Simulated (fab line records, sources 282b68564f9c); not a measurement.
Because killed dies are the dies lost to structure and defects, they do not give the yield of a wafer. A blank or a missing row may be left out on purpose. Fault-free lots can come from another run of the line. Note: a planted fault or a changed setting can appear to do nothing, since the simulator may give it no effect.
One fault through the eyes of 2 desks + flow rit cmos + each desk holds nothing but its own numbers, with what lay behind them at the end

TOOL OWNER'S DESK, implanter-04
For each lot that ran on this tool, the mean over its sampled wafers that have a number, from the tool's own readings at RIT_PWELL_IMPLANT_08. The brackets show how far a lot's mean lies from the usual mean; more than 4 standard deviations puts the lot out of limits, marked OUT.
Columns: A = dose ions cm2 at RIT_PWELL_IMPLANT_08, usual 7e+13; B = faraday current uA at RIT_PWELL_IMPLANT_08, usual 222
| lot  | first seen here | A                       | B             |
|------|-----------------|-------------------------|---------------|
| L730 | day 1 23:31     | 7e+13                   | 225           |
| L734 | day 2 19:49     | 7e+13                   | 224           |
| L741 | day 4 05:14     | 1e+14 (+99 or more) OUT | 359 (+29) OUT |
| L744 | day 4 21:08     | 1e+14 (+99 or more) OUT | 355 (+28) OUT |
Finding of this desk: L741, L744 out of limits; the first was L741 at day 4 05:14, on dose ions cm2 at RIT_PWELL_IMPLANT_08. In limits: L730, L734.

METROLOGY DESK
What the gauges read, lot by lot, whatever tool the lot ran on: means of the sampled wafers that have a number. The brackets show how far a lot's mean lies from the usual mean; more than 4 standard deviations puts the lot out of limits, marked OUT.
Columns: A = PWELL_TW at RIT_PWELL_TW_MEAS_10, usual 953; B = PWELL_RS at RIT_WELLDRIVE_RS_MEAS_02, usual 430.5 ohm/sq; C = cd nm at RIT_M1_CD_MEAS_90, usual 2598 nm
| lot  | first seen here | A              | B               | C    |
|------|-----------------|----------------|-----------------|------|
| L730 | day 1 23:48     | 952            | 430.8           | 2601 |
| L732 | day 2 11:20     | 955            | 429.0           | 2601 |
| L733 | day 2 16:41     | 953            | 431.1           | 2599 |
| L734 | day 2 20:07     | 951            | 430.9           | 2596 |
| L735 | day 3 01:41     | 960            | 431.2           | 2600 |
| L736 | day 3 04:48     | 951            | 430.7           | 2597 |
| L738 | day 3 16:14     | 946            | 430.2           | 2600 |
| L741 | day 4 05:33     | 1106 (+26) OUT | 321.7 (-99) OUT | -    |
| L743 | day 4 15:50     | 944            | 431.6           | 2599 |
| L744 | day 4 21:26     | 1096 (+25) OUT | 322.5 (-98) OUT | -    |
| L745 | day 5 02:57     | 954            | 430.7           | 2596 |
| L749 | day 5 21:42     | 953            | 430.2           | 2600 |
| L751 | day 6 07:47     | 959            | 429.8           | 2593 |
| L752 | day 6 14:17     | 955            | 430.1           | 2597 |
This desk's finding: out of limits on L741, L744; first on L741, day 4 05:33 (PWELL_TW at RIT_PWELL_TW_MEAS_10). In limits: L730, L732, L733, L734, L735, L736, L738, L743, L745, L749, L751, L752.

PUT TOGETHER
At day 4 05:14, on L741, L744, the tool owner's desk was in a position to raise an alarm.
The metrology desk could have raised an alarm at day 4 05:33, on L741, L744.
Every lot named ran RIT_PWELL_IMPLANT_08 on implanter-04.

WHAT WAS PUT IN BY THE SIMULATOR
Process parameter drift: implanter-04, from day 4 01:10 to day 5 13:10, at RIT_PWELL_IMPLANT_08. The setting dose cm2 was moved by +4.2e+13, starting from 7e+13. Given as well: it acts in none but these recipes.
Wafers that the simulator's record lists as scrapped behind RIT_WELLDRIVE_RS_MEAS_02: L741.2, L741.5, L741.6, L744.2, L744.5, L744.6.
Struck lots among those shown: L741, L744.
Delay (hours) between the fault's onset and each desk's first out-of-limits reading: 4 at the tool owner's desk, 4 at the metrology desk.
